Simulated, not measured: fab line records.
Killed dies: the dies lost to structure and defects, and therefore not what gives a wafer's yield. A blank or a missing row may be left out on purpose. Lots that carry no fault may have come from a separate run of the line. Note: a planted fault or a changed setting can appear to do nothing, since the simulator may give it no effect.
fab line records	flow rit-cmos
record lots=5	wafers=15	last-day=7
route steps=202 shown NSD@136 PSD@142 SDANNEAL@153 PLDD@159 NLDD@160 SILICIDE@161 CONTACT@168
lots with no fault: from the same line, run without faults
start-h: the number of hours between the record's first day and the start of the first shown wafer of the lot	wait-h: time in hours since the lot's previous step	" repeats the value in the row above	L1.1+2: a single row standing in for several wafers	- no value, or no start given	* or withheld: withheld	< > ~ a bound
route shown NAME@n: NAME is a module with steps in the file, n the number in the route of the first one	usual: mean/standard deviation of fault-free wafers	same: alike in all rows	chamber/n: place in a boat	sites: each site's reading	_std_site: the values' standard deviation	_edge_site: inner sites' mean taken away from outer sites' mean	radius-mm: how far each site lies from the wafer's centre	mask NAME#n: copy n	behind: tool/chamber where the wafer was last shaped	hold: why the lot was held/for how many hours/how that ended	device: the transistor (n, p or np) that didn't switch	end of line: the route-end tests of the same wafers	a step without rows: its recipe alone	killed: not the wafer's yield, but the dies lost to structure and defects at the first sort	map: shows each die of a wafer: x if killed, . if not, _ if none is there
set.NAME: the setting as run; set.NAME@STEP: as run at that earlier step	model.NAME: the simulator's own value behind a step, which no gauge read
lots at selected steps of the route; one table per step, one row per wafer
services: a tool's chamber out of use, with start hour (start-h, from the record's first day; less than 0 if before it), hours out, and reason
## steps
# step RIT_NSD_DEVELOP_05
# recipe resist=NOVOLAK	develop-time-s=50	dev-temp-c=23
lot.wafer	tool	chamber	start-h	wait-h
L077.1+2+3	litho-track-03	0	-	-
L079.2+4+6	litho-track-03	0	-	-
L085.1+5+6	litho-track-04	0	-	-
L091.4+5+6	litho-track-02	0	-	-
L094.3+5+6	litho-track-04	0	-	-
# step RIT_NSD_OVL_MEAS_06
# usual NSD_OVL=-0.5/1.2
lot.wafer	tool	chamber	start-h	wait-h	NSD_OVL[nm]
L077.1	overlay-01	-	64.36	-	0.3
L077.2	"	-	"	"	1.7
L077.3	"	-	"	"	1.0
L079.2	overlay-01	-	72.16	-	-4.3
L079.4	"	-	"	"	-0.2
L079.6	"	-	"	"	-2.0
L085.1	overlay-02	-	101.63	-	0.7
L085.5	"	-	"	"	0.9
L085.6	"	-	"	"	-0.4
L091.4	overlay-02	-	133.29	-	-0.4
L091.5	"	-	"	"	-0.5
L091.6	"	-	"	"	-1.1
L094.3	overlay-01	-	148.79	-	0.1
L094.5	"	-	"	"	-1.5
L094.6	"	-	"	"	1.4
# step RIT_NSD_HARDBAKE_07
# recipe resist=NOVOLAK	temp-c=140	time-s=60
lot.wafer	tool	chamber	start-h	wait-h
L077.1+2+3	litho-track-04	0	64.40	0.0
L079.2+4+6	litho-track-02	0	72.21	0.0
L085.1+5+6	litho-track-02	0	101.71	0.1
L091.4+5+6	litho-track-02	0	133.38	0.1
L094.3+5+6	litho-track-04	0	148.86	0.1
# step RIT_NSD_IMPLANT_08
# recipe species=P	energy-kev=25	dose-cm2=1e+15	tilt-deg=7
# usual end-station-pressure-torr=7.5e-06/3.7e-07	faraday-current-uA=3133/62
# same implant-ion-amu=31
lot.wafer	tool	chamber	start-h	wait-h	end-station-pressure-torr	faraday-current-uA
L077.1	implanter-02	0	64.55	0.1	7e-06	3145
L077.2	"	0	"	"	7.5e-06	3096
L077.3	"	0	"	"	7.8e-06	3050
L079.2	implanter-03	0	72.36	0.1	7.1e-06	3177
L079.4	"	0	"	"	7.3e-06	3023
L079.6	"	0	"	"	7.7e-06	3178
L085.1	implanter-02	0	101.86	0.1	8e-06	3105
L085.5	"	0	"	"	7.2e-06	3239
L085.6	"	0	"	"	7.7e-06	3148
L091.4	implanter-01	0	133.53	0.1	6.8e-06	3101
L091.5	"	0	"	"	6.7e-06	3096
L091.6	"	0	"	"	7e-06	3084
L094.3	implanter-03	0	149.01	0.1	7.2e-06	3053
L094.5	"	0	"	"	7.8e-06	3164
L094.6	"	0	"	"	7.5e-06	3202
# step RIT_NSD_STRIP_09
# recipe chemistry=O2	time-s=180	resist=NOVOLAK	platen-temp-c=withheld	power-w=500	pressure-mtorr=4000	o2-flow-sccm=4000
# usual drypump-motor-current-A=5.6/0.37
lot.wafer	tool	chamber	start-h	wait-h	drypump-motor-current-A	rf-hours-counter-h
L077.1	plasma-asher-03	0	64.70	0.1	5.4	36
L077.2	"	1	"	"	5.4	36
L077.3	"	1	"	"	5.4	-
L079.2	plasma-asher-01	0	72.49	0.1	5.9	45
L079.4	"	0	"	"	5.9	-
L079.6	"	1	"	"	6.0	-
L085.1	plasma-asher-03	1	102.01	0.1	5.4	40
L085.5	"	1	"	"	5.4	-
L085.6	"	0	"	"	5.4	-
L091.4	plasma-asher-01	0	133.66	0.1	6.0	-
L091.5	"	0	"	"	6.0	-
L091.6	"	1	"	"	6.0	-
L094.3	plasma-asher-02	0	149.17	0.1	4.7	-
L094.5	"	1	"	"	5.5	-
L094.6	"	0	"	"	4.7	-
# step RIT_NSD_TW_MEAS_10
# usual NSD_TW=3115/38
lot.wafer	tool	chamber	start-h	wait-h	NSD_TW
L077.1	film-metro-03	-	64.87	0.1	3158
L077.2	"	-	"	"	3167
L077.3	"	-	"	"	3167
L079.2	film-metro-03	-	72.67	0.1	3130
L079.4	"	-	"	"	3100
L079.6	"	-	"	"	3122
L085.1	film-metro-02	-	102.18	0.1	3147
L085.5	"	-	"	"	3153
L085.6	"	-	"	"	3140
L091.4	film-metro-01	-	133.81	0.1	3050
L091.5	"	-	"	"	3078
L091.6	"	-	"	"	3070
L094.3	film-metro-01	-	149.31	0.1	3086
L094.5	"	-	"	"	3068
L094.6	"	-	"	"	3074
# step RIT_PSD_HMDS_00
# recipe prime-time-s=60	prime-temp-c=140
# usual prime-temp-c=139.98/0.15
lot.wafer	tool	chamber	start-h	wait-h	prime-temp-c
L077.1	litho-track-03	0	64.93	0.1	139.74
L077.2	"	0	"	"	140.07
L077.3	"	0	"	"	140.04
L079.2	litho-track-02	0	72.75	0.1	140.00
L079.4	"	0	"	"	139.78
L079.6	"	0	"	"	139.67
L085.1	litho-track-01	0	102.24	0.1	139.66
L085.5	"	0	"	"	139.53
L085.6	"	0	"	"	139.75
L091.4	litho-track-02	0	133.92	0.1	140.18
L091.5	"	0	"	"	140.07
L091.6	"	0	"	"	140.03
L094.3	litho-track-02	0	149.40	0.1	139.91
L094.5	"	0	"	"	139.92
L094.6	"	0	"	"	139.81
# step RIT_PSD_COAT_01
# recipe resist=NOVOLAK	spin-rpm=3250	resist-thk-nm=1000
lot.wafer	tool	chamber	start-h	wait-h
L077.1+2+3	litho-track-03	0	65.08	0.1
L079.2+4+6	litho-track-02	0	72.90	0.1
L085.1+5+6	litho-track-01	0	102.39	0.1
L091.4+5+6	litho-track-02	0	134.07	0.1
L094.3+5+6	litho-track-02	0	149.55	0.1
# step RIT_PSD_SOFTBAKE_02
# recipe resist=NOVOLAK	temp-c=90	time-s=60
lot.wafer	tool	chamber	start-h	wait-h
L077.1+2+3	litho-track-03	0	65.23	0.1
L079.2+4+6	litho-track-02	0	73.05	0.1
L085.1+5+6	litho-track-01	0	102.54	0.1
L091.4+5+6	litho-track-02	0	134.22	0.1
L094.3+5+6	litho-track-02	0	149.70	0.1
# step RIT_PSD_EXPOSE_03
# recipe mask-id=M10	na=0.57	target-cd-nm=40900	dose-mj=250
lot.wafer	tool	chamber	start-h	wait-h	mask
L077.1+2+3	iline-stepper-02	0	65.38	0.1	M10#0
L079.2+4+6	iline-stepper-01	0	73.19	0.1	M10#0
L085.1+5+6	iline-stepper-01	0	102.69	0.1	M10#0
L091.4+5+6	iline-stepper-01	0	134.47	0.2	M10#0
L094.3+5+6	iline-stepper-02	0	149.84	0.1	M10#0
# step RIT_PSD_PEB_04
# recipe resist=NOVOLAK	temp-c=withheld	time-s=withheld
lot.wafer	tool	chamber	start-h	wait-h
L077.1+2+3	litho-track-03	0	65.50	0.1
L079.2+4+6	litho-track-03	0	73.32	0.1
L085.1+5+6	litho-track-02	0	102.81	0.1
L091.4+5+6	litho-track-02	0	134.61	0.1
L094.3+5+6	litho-track-03	0	149.97	0.1
# step RIT_PSD_DEVELOP_05
# recipe resist=NOVOLAK	develop-time-s=50	dev-temp-c=23
lot.wafer	tool	chamber	start-h	wait-h
L077.1+2+3	litho-track-03	0	-	-
L079.2+4+6	litho-track-03	0	-	-
L085.1+5+6	litho-track-02	0	-	-
L091.4+5+6	litho-track-02	0	-	-
L094.3+5+6	litho-track-03	0	-	-
# step RIT_PSD_OVL_MEAS_06
# usual PSD_OVL=0.4/1.2
lot.wafer	tool	chamber	start-h	wait-h	PSD_OVL[nm]
L077.1	overlay-02	-	65.78	-	-1.0
L077.2	"	-	"	"	-0.1
L077.3	"	-	"	"	-0.2
L079.2	overlay-02	-	73.58	-	0.3
L079.4	"	-	"	"	0.2
L079.6	"	-	"	"	2.0
L085.1	overlay-02	-	103.09	-	-0.9
L085.5	"	-	"	"	0.8
L085.6	"	-	"	"	-1.2
L091.4	overlay-02	-	134.83	-	-2.2
L091.5	"	-	"	"	-0.3
L091.6	"	-	"	"	-0.8
L094.3	overlay-02	-	150.21	-	1.5
L094.5	"	-	"	"	0.2
L094.6	"	-	"	"	-0.1
# step RIT_PSD_HARDBAKE_07
# recipe resist=NOVOLAK	temp-c=139	time-s=60
lot.wafer	tool	chamber	start-h	wait-h
L077.1+2+3	litho-track-02	0	65.82	0.0
L079.2+4+6	litho-track-01	0	73.64	0.0
L085.1+5+6	litho-track-01	0	103.13	0.0
L091.4+5+6	litho-track-02	0	134.93	0.1
L094.3+5+6	litho-track-02	0	150.29	0.1
# step RIT_PSD_IMPLANT_08
# recipe species=BF2	energy-kev=27	dose-cm2=5e+15	tilt-deg=7
# usual end-station-pressure-torr=1.32e-05/6.6e-07	faraday-current-uA=10981/330
# same implant-ion-amu=49
lot.wafer	tool	chamber	start-h	wait-h	end-station-pressure-torr	faraday-current-uA
L077.1	implanter-03	0	65.97	0.1	1.37e-05	11471
L077.2	"	0	"	"	1.3e-05	11093
L077.3	"	0	"	"	1.29e-05	11394
L079.2	implanter-04	0	73.79	0.1	1.28e-05	11199
L079.4	"	0	"	"	1.3e-05	11188
L079.6	"	0	"	"	1.31e-05	11099
L085.1	implanter-01	0	103.28	0.1	1.33e-05	10341
L085.5	"	0	"	"	1.23e-05	10695
L085.6	"	0	"	"	1.2e-05	10621
L091.4	implanter-01	0	135.08	0.1	1.24e-05	10609
L091.5	"	0	"	"	1.36e-05	10657
L091.6	"	0	"	"	1.13e-05	10846
L094.3	implanter-04	0	150.44	0.1	1.32e-05	11268
L094.5	"	0	"	"	1.29e-05	11077
L094.6	"	0	"	"	1.29e-05	11004
# step RIT_PSD_STRIP_09
# recipe chemistry=O2	time-s=180	resist=NOVOLAK	platen-temp-c=withheld	power-w=500	pressure-mtorr=4000	o2-flow-sccm=4000
# usual drypump-motor-current-A=5.4/0.55
lot.wafer	tool	chamber	start-h	wait-h	drypump-motor-current-A	rf-hours-counter-h
L077.1	plasma-asher-03	1	66.12	0.1	5.4	36
L077.2	"	0	"	"	5.4	36
L077.3	"	1	"	"	5.4	-
L079.2	plasma-asher-03	0	73.91	0.1	5.4	37
L079.4	"	0	"	"	5.4	-
L079.6	"	0	"	"	5.4	-
L085.1	plasma-asher-02	1	103.43	0.1	5.5	32
L085.5	"	0	"	"	4.7	-
L085.6	"	1	"	"	5.5	-
L091.4	plasma-asher-04	0	135.21	0.1	6.3	-
L091.5	"	1	"	"	4.8	-
L091.6	"	0	"	"	6.3	-
L094.3	plasma-asher-02	1	150.59	0.1	5.5	-
L094.5	"	1	"	"	5.5	-
L094.6	"	0	"	"	4.7	-
# step RIT_PSD_TW_MEAS_10
# usual PSD_TW=3400/45
lot.wafer	tool	chamber	start-h	wait-h	PSD_TW
L077.1	film-metro-01	-	66.29	0.1	3360
L077.2	"	-	"	"	3359
L077.3	"	-	"	"	3364
L079.2	film-metro-01	-	74.10	0.1	3386
L079.4	"	-	"	"	3373
L079.6	"	-	"	"	3378
L085.1	film-metro-01	-	103.60	0.1	3368
L085.5	"	-	"	"	3359
L085.6	"	-	"	"	3366
L091.4	film-metro-01	-	135.36	0.1	3351
L091.5	"	-	"	"	3383
L091.6	"	-	"	"	3354
L094.3	film-metro-02	-	150.73	0.1	3454
L094.5	"	-	"	"	3454
L094.6	"	-	"	"	3442
# step RIT_SDANNEAL_CLEAN_00
# recipe chemistry=SC1	mix=3:3:50	time-s=600	temp-c=75
# usual bath-guard-temp-C=75.1/0.45
lot.wafer	tool	chamber	start-h	wait-h	bath-guard-temp-C
L077.1	wet-bench-02	3	66.35	0.1	75.4
L077.2	"	3	"	"	75.2
L077.3	"	3	"	"	75.6
L079.2	wet-bench-02	0	74.15	0.0	75.1
L079.4	"	0	"	"	75.1
L079.6	"	0	"	"	75.1
L085.1	wet-bench-03	1	103.66	0.1	74.6
L085.5	"	1	"	"	74.9
L085.6	"	1	"	"	75.0
L091.4	wet-bench-03	1	135.39	0.0	74.5
L091.5	"	1	"	"	74.8
L091.6	"	1	"	"	74.6
L094.3	wet-bench-04	0	150.77	0.0	75.2
L094.5	"	0	"	"	75.0
L094.6	"	0	"	"	75.1
# step RIT_SDANNEAL_CLEAN_01
# recipe chemistry=dHF	dilution=50:1	time-s=30
lot.wafer	tool	chamber	start-h	wait-h
L077.1+2+3	wet-bench-03	0	66.54	0.0
L079.2+4+6	wet-bench-04	0	74.32	0.0
L085.1+5+6	wet-bench-03	3	103.84	0.0
L091.4+5+6	wet-bench-04	0	135.58	0.0
L094.3+5+6	wet-bench-02	0	150.95	0.0
# step RIT_SDANNEAL_CLEAN_02
# recipe chemistry=SC2	mix=3:3:50	time-s=600	temp-c=75	dry=n2-spin
# usual bath-guard-temp-C=75.2/0.4
lot.wafer	tool	chamber	start-h	wait-h	bath-guard-temp-C
L077.1	wet-bench-02	0	66.56	0.0	75.1
L077.2	"	0	"	"	75.1
L077.3	"	0	"	"	75.1
L079.2	wet-bench-02	3	74.34	0.0	75.8
L079.4	"	3	"	"	75.4
L079.6	"	3	"	"	75.4
L085.1	wet-bench-03	3	103.85	0.0	75.2
L085.5	"	3	"	"	75.2
L085.6	"	3	"	"	75.1
L091.4	wet-bench-02	0	135.60	0.0	75.0
L091.5	"	0	"	"	75.2
L091.6	"	0	"	"	74.8
L094.3	wet-bench-03	2	150.96	0.0	75.1
L094.5	"	2	"	"	75.2
L094.6	"	2	"	"	75.2
# step RIT_SDANNEAL_RTA_03
# recipe temp-c=1050	time-s=5	idle-temp-c=600	ramp-up-c-per-s=342	ramp-down-c-per-s=171	cool-to-c=600	ambient=N2
# usual wafer_temp_C_max=1053.5/1.1
lot.wafer	tool	chamber	start-h	wait-h	wafer_temp_C_max
L077.1	rtp-anneal-02	0	66.75	0.0	1052.5
L077.2	"	0	"	"	1054.5
L077.3	"	0	"	"	1052.8
L079.2	rtp-anneal-02	0	74.52	0.0	1053.5
L079.4	"	0	"	"	1052.6
L079.6	"	0	"	"	1052.7
L085.1	rtp-anneal-02	0	104.03	0.0	1053.9
L085.5	"	0	"	"	1051.3
L085.6	"	0	"	"	1052.7
L091.4	rtp-anneal-02	0	135.80	0.0	1052.8
L091.5	"	0	"	"	1054.2
L091.6	"	0	"	"	1052.8
L094.3	rtp-anneal-01	0	151.16	0.0	1053.7
L094.5	"	0	"	"	1052.2
L094.6	"	0	"	"	1053.0
# step RIT_SDANNEAL_RS_MEAS_04
# recipe thk-meas-gauge=four-point-probe
# usual PSD_RS=115.7/0.34
lot.wafer	tool	chamber	start-h	wait-h	PSD_RS[ohm/sq]
L077.1	film-metro-01	-	66.81	0.0	115.3
L077.2	"	-	"	"	115.6
L077.3	"	-	"	"	115.7
L079.2	film-metro-02	-	74.59	0.1	115.7
L079.4	"	-	"	"	116.1
L079.6	"	-	"	"	115.5
L085.1	film-metro-02	-	104.09	0.0	115.4
L085.5	"	-	"	"	115.8
L085.6	"	-	"	"	116.0
L091.4	film-metro-02	-	135.89	0.1	115.6
L091.5	"	-	"	"	115.7
L091.6	"	-	"	"	115.5
L094.3	film-metro-01	-	151.24	0.1	115.8
L094.5	"	-	"	"	115.8
L094.6	"	-	"	"	115.9
# step RIT_SDANNEAL_RS_MEAS_05
# recipe thk-meas-gauge=four-point-probe
# usual NSD_RS=84.4/0.35
lot.wafer	tool	chamber	start-h	wait-h	NSD_RS[ohm/sq]
L077.1	film-metro-01	-	66.93	0.1	84.0
L077.2	"	-	"	"	84.1
L077.3	"	-	"	"	84.1
L079.2	film-metro-02	-	74.71	0.1	85.2
L079.4	"	-	"	"	85.3
L079.6	"	-	"	"	85.1
L085.1	film-metro-02	-	104.21	0.1	84.4
L085.5	"	-	"	"	84.4
L085.6	"	-	"	"	84.0
L091.4	film-metro-02	-	136.01	0.1	83.9
L091.5	"	-	"	"	83.9
L091.6	"	-	"	"	83.9
L094.3	film-metro-01	-	151.36	0.1	84.0
L094.5	"	-	"	"	84.1
L094.6	"	-	"	"	83.7
# step RIT_SDANNEAL_RS_MEAS_06
# recipe thk-meas-gauge=four-point-probe
# usual PLDD_RS=178.3/0.51
lot.wafer	tool	chamber	start-h	wait-h	PLDD_RS[ohm/sq]
L077.1	film-metro-01	-	67.05	0.1	177.4
L077.2	"	-	"	"	177.7
L077.3	"	-	"	"	178.1
L079.2	film-metro-02	-	74.83	0.1	177.8
L079.4	"	-	"	"	178.4
L079.6	"	-	"	"	178.1
L085.1	film-metro-02	-	104.33	0.1	178.0
L085.5	"	-	"	"	178.1
L085.6	"	-	"	"	178.6
L091.4	film-metro-02	-	136.13	0.1	178.1
L091.5	"	-	"	"	178.4
L091.6	"	-	"	"	177.9
L094.3	film-metro-01	-	151.48	0.1	178.3
L094.5	"	-	"	"	178.7
L094.6	"	-	"	"	178.3
# step RIT_SDANNEAL_RS_MEAS_07
# recipe thk-meas-gauge=four-point-probe
# usual NLDD_RS=151.2/0.51
lot.wafer	tool	chamber	start-h	wait-h	NLDD_RS[ohm/sq]
L077.1	film-metro-01	-	67.17	0.1	151.1
L077.2	"	-	"	"	151.0
L077.3	"	-	"	"	151.3
L079.2	film-metro-02	-	74.95	0.1	151.2
L079.4	"	-	"	"	151.3
L079.6	"	-	"	"	151.3
L085.1	film-metro-02	-	104.45	0.1	150.6
L085.5	"	-	"	"	150.8
L085.6	"	-	"	"	151.1
L091.4	film-metro-02	-	136.25	0.1	151.7
L091.5	"	-	"	"	151.6
L091.6	"	-	"	"	151.5
L094.3	film-metro-01	-	151.60	0.1	150.8
L094.5	"	-	"	"	151.1
L094.6	"	-	"	"	150.9
# step RIT_SILICIDE_WET_ETCH_00
# recipe chemistry=BOE	target=SiO2	target-depth-nm=14	time-s=15	dry=n2-spin	dilution=10:1	temp-c=21.5
lot.wafer	tool	chamber	start-h	wait-h
L077.1+2+3	wet-bench-03	0	67.29	0.1
L079.2+4+6	wet-bench-01	0	75.05	0.1
L085.1+5+6	wet-bench-03	0	104.57	0.1
L091.4+5+6	wet-bench-01	2	136.31	0.0
L094.3+5+6	wet-bench-04	1	151.68	0.1
# step RIT_SILICIDE_SPUTTER_01
# recipe material=Ti	target-thk-nm=30	power-w=350	chamber-pressure-pa=0.667	gas=Ar	time-s=231.8	substrate-temp-c=25
# usual throttle-valve-pct=29.4/0.59
lot.wafer	tool	chamber	start-h	wait-h	throttle-valve-pct
L077.1	pvd-sputter-02	-	67.30	0.0	28.3
L077.2	"	-	"	"	29.4
L077.3	"	-	"	"	29.8
L079.2	pvd-sputter-02	-	75.07	0.0	29.9
L079.4	"	-	"	"	29.1
L079.6	"	-	"	"	30.0
L085.1	pvd-sputter-02	-	104.58	0.0	28.1
L085.5	"	-	"	"	29.4
L085.6	"	-	"	"	30.0
L091.4	pvd-sputter-02	-	136.32	0.0	28.9
L091.5	"	-	"	"	28.3
L091.6	"	-	"	"	29.1
L094.3	pvd-sputter-03	-	151.69	0.0	29.6
L094.5	"	-	"	"	29.3
L094.6	"	-	"	"	30.4
# step RIT_SILICIDE_RS_MEAS_02
# recipe thk-meas-gauge=four-point-probe	reads=Ti_of_SILICIDE_SPUTTER_01
# usual SILICIDE_TI_RS=50.6/0.52
lot.wafer	tool	chamber	start-h	wait-h	SILICIDE_TI_RS[ohm/sq]
L077.1	film-metro-03	-	67.45	0.1	51.6
L077.2	"	-	"	"	50.3
L077.3	"	-	"	"	51.2
L079.2	film-metro-04	-	75.24	0.1	50.9
L079.4	"	-	"	"	50.3
L079.6	"	-	"	"	50.9
L085.1	film-metro-03	-	104.73	0.1	51.0
L085.5	"	-	"	"	50.3
L085.6	"	-	"	"	50.6
L091.4	film-metro-03	-	136.53	0.1	50.2
L091.5	"	-	"	"	51.5
L091.6	"	-	"	"	50.3
L094.3	film-metro-03	-	151.88	0.1	50.4
L094.5	"	-	"	"	51.0
L094.6	"	-	"	"	50.9
# step RIT_SILICIDE_THK_MEAS_03
# recipe thk-meas-gauge=xrf	reads=Ti_of_SILICIDE_SPUTTER_01
# usual SILICIDE_TI_THK=28.88/0.25
lot.wafer	tool	chamber	start-h	wait-h	SILICIDE_TI_THK[nm]
L077.1	film-metro-03	-	67.57	0.1	28.36
L077.2	"	-	"	"	29.04
L077.3	"	-	"	"	28.63
L079.2	film-metro-04	-	75.35	0.1	28.79
L079.4	"	-	"	"	29.03
L079.6	"	-	"	"	28.79
L085.1	film-metro-03	-	104.85	0.1	28.73
L085.5	"	-	"	"	29.08
L085.6	"	-	"	"	28.87
L091.4	film-metro-03	-	136.62	0.1	29.12
L091.5	"	-	"	"	28.40
L091.6	"	-	"	"	29.04
L094.3	film-metro-03	-	151.98	0.1	28.99
L094.5	"	-	"	"	28.82
L094.6	"	-	"	"	28.93
# step RIT_SILICIDE_RTA_04
# recipe temp-c=650	time-s=10	idle-temp-c=25	ramp-up-s=5	ramp-down-s=5	cool-to-c=25	ambient=N2
# usual wafer_temp_C_max=652.9/0.62
lot.wafer	tool	chamber	start-h	wait-h	wafer_temp_C_max
L077.1	rtp-anneal-01	0	67.63	0.1	652.7
L077.2	"	0	"	"	652.3
L077.3	"	0	"	"	653.1
L079.2	rtp-anneal-01	0	75.41	0.1	652.4
L079.4	"	0	"	"	653.1
L079.6	"	0	"	"	652.4
L085.1	rtp-anneal-01	0	104.91	0.1	652.4
L085.5	"	0	"	"	652.8
L085.6	"	0	"	"	652.4
L091.4	rtp-anneal-01	0	136.69	0.1	652.6
L091.5	"	0	"	"	651.9
L091.6	"	0	"	"	652.3
L094.3	rtp-anneal-02	0	152.04	0.1	652.9
L094.5	"	0	"	"	652.0
L094.6	"	0	"	"	653.0
# step RIT_SILICIDE_WET_ETCH_05
# recipe chemistry=SPM	target=Ti	temp-c=90	time-s=120	dry=n2-spin
# usual bath-guard-temp-C=90.3/0.36
lot.wafer	tool	chamber	start-h	wait-h	bath-guard-temp-C
L077.1	wet-bench-01	0	67.70	0.1	90.5
L077.2	"	0	"	"	90.4
L077.3	"	0	"	"	90.4
L079.2	wet-bench-04	1	75.47	0.0	89.9
L079.4	"	1	"	"	90.2
L079.6	"	1	"	"	89.4
L085.1	wet-bench-01	3	104.98	0.1	90.1
L085.5	"	3	"	"	90.3
L085.6	"	3	"	"	90.1
L091.4	wet-bench-01	0	136.72	0.0	90.1
L091.5	"	0	"	"	90.5
L091.6	"	0	"	"	90.6
L094.3	wet-bench-04	3	152.09	0.0	90.8
L094.5	"	3	"	"	90.7
L094.6	"	3	"	"	90.9
# step RIT_SILICIDE_RTA_06
# recipe temp-c=750	time-s=10	idle-temp-c=25	ramp-up-s=5	ramp-down-s=10	cool-to-c=25	ambient=N2
# usual wafer_temp_C_max=753.2/0.69
lot.wafer	tool	chamber	start-h	wait-h	wafer_temp_C_max
L077.1	rtp-anneal-02	0	67.75	0.0	752.9
L077.2	"	0	"	"	753.7
L077.3	"	0	"	"	754.8
L079.2	rtp-anneal-02	0	75.52	0.0	753.3
L079.4	"	0	"	"	753.5
L079.6	"	0	"	"	753.8
L085.1	rtp-anneal-02	0	105.02	0.0	753.3
L085.5	"	0	"	"	753.7
L085.6	"	0	"	"	752.5
L091.4	rtp-anneal-02	0	136.79	0.0	754.5
L091.5	"	0	"	"	754.3
L091.6	"	0	"	"	753.4
L094.3	rtp-anneal-01	0	152.15	0.0	752.5
L094.5	"	0	"	"	753.8
L094.6	"	0	"	"	753.1
# step RIT_CONTACT_CVD_00
# recipe material=SiO2	target-thk-nm=400	precursor=TEOS	temp-c=390	time-s=61	rf-w=413.5
# usual heater-power-w=305/57	susceptor-temp-C=390.00/0.22
lot.wafer	tool	chamber	start-h	wait-h	heater-power-w	susceptor-temp-C
L077.1	pecvd-02	1	67.82	0.1	283	389.96
L077.2	"	2	"	"	286	389.67
L077.3	"	0	"	"	249	390.20
L079.2	pecvd-03	1	75.58	0.0	286	390.03
L079.4	"	1	"	"	292	390.13
L079.6	"	0	"	"	453	390.37
L085.1	pecvd-03	2	105.08	0.1	225	390.26
L085.5	"	2	"	"	245	390.07
L085.6	"	0	"	"	392	390.03
L091.4	pecvd-03	0	136.85	0.0	400	389.96
L091.5	"	2	"	"	265	390.14
L091.6	"	1	"	"	220	389.62
L094.3	pecvd-03	2	152.19	0.0	203	390.08
L094.5	"	0	"	"	391	390.02
L094.6	"	2	"	"	231	389.97
# step RIT_CONTACT_THK_MEAS_01
# recipe reads=SiO2_of_CONTACT_CVD_00
# usual CONTACT_TEOS_THK=404/4.8
lot.wafer	tool	chamber	start-h	wait-h	CONTACT_TEOS_THK[nm]
L077.1	film-metro-04	-	67.87	0.0	403
L077.2	"	-	"	"	403
L077.3	"	-	"	"	398
L079.2	film-metro-02	-	75.64	0.0	402
L079.4	"	-	"	"	414
L079.6	"	-	"	"	409
L085.1	film-metro-04	-	105.13	0.0	403
L085.5	"	-	"	"	411
L085.6	"	-	"	"	410
L091.4	film-metro-02	-	136.91	0.0	407
L091.5	"	-	"	"	409
L091.6	"	-	"	"	411
L094.3	film-metro-03	-	152.26	0.0	398
L094.5	"	-	"	"	404
L094.6	"	-	"	"	405
# step RIT_CONTACT_HMDS_02
# recipe prime-time-s=60	prime-temp-c=140
# usual prime-temp-c=140.01/0.14
lot.wafer	tool	chamber	start-h	wait-h	prime-temp-c
L077.1	litho-track-01	0	67.93	0.1	139.76
L077.2	"	0	"	"	140.05
L077.3	"	0	"	"	139.96
L079.2	litho-track-04	0	75.75	0.1	140.07
L079.4	"	0	"	"	140.22
L079.6	"	0	"	"	140.14
L085.1	litho-track-02	0	105.19	0.1	140.01
L085.5	"	0	"	"	139.80
L085.6	"	0	"	"	140.01
L091.4	litho-track-04	0	137.09	0.2	140.14
L091.5	"	0	"	"	139.84
L091.6	"	0	"	"	140.05
L094.3	litho-track-02	0	152.35	0.1	140.01
L094.5	"	0	"	"	140.05
L094.6	"	0	"	"	140.05
# step RIT_CONTACT_COAT_03
# recipe resist=NOVOLAK	spin-rpm=3250	resist-thk-nm=1000
lot.wafer	tool	chamber	start-h	wait-h
L077.1+2+3	litho-track-01	0	68.08	0.1
L079.2+4+6	litho-track-04	0	75.90	0.1
L085.1+5+6	litho-track-02	0	105.34	0.1
L091.4+5+6	litho-track-04	0	137.24	0.1
L094.3+5+6	litho-track-02	0	152.50	0.1
# step RIT_CONTACT_SOFTBAKE_04
# recipe resist=NOVOLAK	temp-c=90	time-s=60
lot.wafer	tool	chamber	start-h	wait-h
L077.1+2+3	litho-track-01	0	68.23	0.1
L079.2+4+6	litho-track-04	0	76.05	0.1
L085.1+5+6	litho-track-02	0	105.49	0.1
L091.4+5+6	litho-track-04	0	137.39	0.1
L094.3+5+6	litho-track-02	0	152.65	0.1
# step RIT_CONTACT_EXPOSE_05
# recipe mask-id=M11	na=0.6	source-shape=conventional	sigma-outer=0.5	target-cd-nm=1000	dose-mj=250
lot.wafer	tool	chamber	start-h	wait-h	mask
L077.1+2+3	iline-stepper-02	0	68.38	0.1	M11#0
L079.2+4+6	iline-stepper-01	0	76.19	0.1	M11#0
L085.1+5+6	iline-stepper-01	0	105.64	0.1	M11#0
L091.4+5+6	iline-stepper-02	0	137.53	0.1	M11#0
L094.3+5+6	iline-stepper-01	0	152.92	0.2	M11#0
# step RIT_CONTACT_PEB_06
# recipe resist=NOVOLAK	temp-c=withheld	time-s=withheld
lot.wafer	tool	chamber	start-h	wait-h
L077.1+2+3	litho-track-02	0	68.50	0.1
L079.2+4+6	litho-track-02	0	76.32	0.1
L085.1+5+6	litho-track-04	0	105.82	0.2
L091.4+5+6	litho-track-02	0	137.66	0.1
L094.3+5+6	litho-track-01	0	153.05	0.1
# step RIT_CONTACT_DEVELOP_07
# recipe resist=NOVOLAK	develop-time-s=120	dev-temp-c=23
lot.wafer	tool	chamber	start-h	wait-h
L077.1+2+3	litho-track-02	0	-	-
L079.2+4+6	litho-track-02	0	-	-
L085.1+5+6	litho-track-04	0	-	-
L091.4+5+6	litho-track-02	0	-	-
L094.3+5+6	litho-track-01	0	-	-
## services
tool	chamber	start-h	hours	kind
plasma-asher-02	-	50.59	2.3	repair
plasma-asher-01	-	60.14	2.8	pm
wet-bench-04	-	63.92	4.4	pm
implanter-02	-	67.03	3.9	pm
pvd-sputter-02	-	70.21	3.2	repair
implanter-04	-	76.94	5.0	pm
plasma-asher-02	-	77.20	0.7	repair
plasma-asher-02	-	78.69	1.6	repair
plasma-asher-03	-	79.26	1.9	repair
wet-bench-02	-	79.87	1.0	repair
plasma-asher-02	-	88.25	2.5	repair
pecvd-03	2	96.48	7.6	repair
iline-stepper-01	0	101.34	-	calibration
plasma-asher-03	-	108.75	9.0	pm
pecvd-02	-	117.14	1.2	repair
implanter-03	-	123.40	1.6	repair
pecvd-03	-	124.83	1.0	repair
implanter-01	-	130.45	2.7	repair
plasma-asher-03	-	133.45	1.9	repair
implanter-04	-	138.11	7.0	repair
implanter-01	-	138.55	0.8	repair
rtp-anneal-01	-	142.21	6.5	pm
iline-stepper-01	-	144.69	2.1	pm
iline-stepper-01	-	146.78	-	consumable-replace:lamp
## key
fault none
